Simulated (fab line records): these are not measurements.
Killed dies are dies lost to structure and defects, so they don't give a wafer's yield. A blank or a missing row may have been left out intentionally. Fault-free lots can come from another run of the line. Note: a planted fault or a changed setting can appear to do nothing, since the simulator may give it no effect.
Chamber matching ; flow berkeley_cmos170 ; UCB170_CONTACT_ETCH_18 on rie_diel-02: 3 sister chambers
The step etches PSG in CHF3/CF4/Ar, stops on TiSi2, target depth 840 nm, time 195 s. 5 wafers are shown with their chamber, then 7 later ones without.

== WAFERS WITH THEIR CHAMBER ==
wafer;chamber;drypump_motor_current_A (A);throttle_valve_pct (%)
L524.5;0;5.2;6.86
L529.5;1;5.1;7.05
L529.6;3;6.5;6.85
L534.1;1;5.1;7.03
L534.3;3;6.6;6.85

== WAFERS WITHOUT THEIR CHAMBER ==
wafer;drypump_motor_current_A (A);throttle_valve_pct (%)
L534.5;5.1;7.04
L535.1;6.6;6.84
L535.2;5.2;6.85
L535.3;5.1;7.04
L538.1;6.6;6.83
L538.2;5.1;7.04
L538.3;5.2;6.84

== WHICH CHAMBER EACH ONE RAN IN ==
wafer;from the rows above;in truth
L534.5;1;1
L535.1;3;3
L535.2;0;0
L535.3;1;1
L538.1;3;3
L538.2;1;1
L538.3;0;0
Correctly placed: 7 of 7. Not placeable from these rows: 0. Wrongly placed: 0.
How it was worked out, from the rows above alone: a wafer's distance from a chamber is the root of the sum, over the readings, of the square of ((its reading less the chamber's mean) divided by the reading's scatter). If the next closest chamber is less than 2 further off than the closest, the wafer can't be placed; otherwise it belongs to the closest. For every chamber, the mean is computed from those of its wafers that are shown. The scatter: take each reading less its chamber's mean, square it, sum over the shown wafers, divide by the number of wafers less the number of chambers, and take the root.
